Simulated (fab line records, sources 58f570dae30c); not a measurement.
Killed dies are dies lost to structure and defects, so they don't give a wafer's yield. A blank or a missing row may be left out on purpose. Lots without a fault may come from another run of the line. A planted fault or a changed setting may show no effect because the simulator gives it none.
Chamber matching | flow berkeley_cmos170 | UCB170_V2_CMP_02 on cmp-01: 4 sister chambers
The step polishes SiO2. 30 wafers are shown with their chamber, then 12 later ones without.

WAFERS WITH THEIR CHAMBER
wafer  | chamber | motor_current_A (A)
L075.1 | 3       | 15.3
L075.4 | 1       | 17.8
L075.5 | 3       | 15.4
L074.1 | 0       | 15.0
L074.3 | 3       | 15.6
L074.5 | 3       | 16.3
L076.2 | 1       | 18.1
L076.5 | 0       | 14.5
L076.6 | 3       | 15.3
L078.3 | 1       | 17.4
L078.5 | 1       | 17.1
L078.6 | 2       | 16.2
L079.1 | 0       | 13.9
L079.2 | 2       | 15.7
L079.3 | 1       | 16.8
L081.2 | 3       | 15.5
L081.3 | 0       | 14.8
L081.5 | 3       | 16.0
L082.2 | 0       | 13.3
L082.3 | 3       | 15.0
L082.5 | 2       | 15.9
L088.2 | 3       | 15.6
L088.3 | 2       | 16.2
L088.6 | 3       | 15.5
L088.1 | 1       | 17.7
L088.4 | 0       | 14.5
L088.5 | 2       | 15.6
L085.1 | 0       | 14.0
L085.3 | 2       | 15.3
L085.4 | 3       | 15.1

SIGNATURES (means of the wafers above)
reading         | chamber 0 | chamber 1 | chamber 2 | chamber 3 | scatter within a chamber
motor_current_A | 14.286    | 17.483    | 15.817    | 15.509    | 0.45
Rule: a wafer's distance from a chamber is the root of the sum, over the readings, of the square of ((its reading less the chamber's mean) divided by the reading's scatter). The wafer belongs to the nearest chamber; if the next one is less than 2 further off, it can't be placed. The scatter: the root of (the sum of the squares of (reading less its chamber's mean) over the shown wafers, divided by (wafers less chambers)).

WAFERS WITHOUT THEIR CHAMBER
wafer  | motor_current_A (A)
L089.1 | 16.3
L089.2 | 17.6
L089.3 | 15.7
L091.2 | 15.9
L091.4 | 15.6
L091.6 | 14.8
L095.1 | 16.0
L095.3 | 15.8
L095.5 | 16.8
L093.2 | 15.9
L093.3 | 17.4
L093.6 | 17.6

WHICH CHAMBER EACH WENT THROUGH
wafer  | from the rows above          | in truth
L089.1 | can't be placed: 2 or 3 or 1 | 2
L089.2 | 1                            | 1
L089.3 | can't be placed: 2 or 3      | 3
L091.2 | can't be placed: 2 or 3      | 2
L091.4 | can't be placed: 3 or 2      | 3
L091.6 | can't be placed: 0 or 3 or 2 | 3
L095.1 | can't be placed: 2 or 3      | 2
L095.3 | can't be placed: 2 or 3      | 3
L095.5 | can't be placed: 1 or 2 or 3 | 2
L093.2 | can't be placed: 2 or 3      | 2
L093.3 | 1                            | 1
L093.6 | 1                            | 1
Placed correctly: 3 of 12. Can't be placed from these rows: 9 (the true chamber is among the candidates in 9). Placed wrongly: 0.
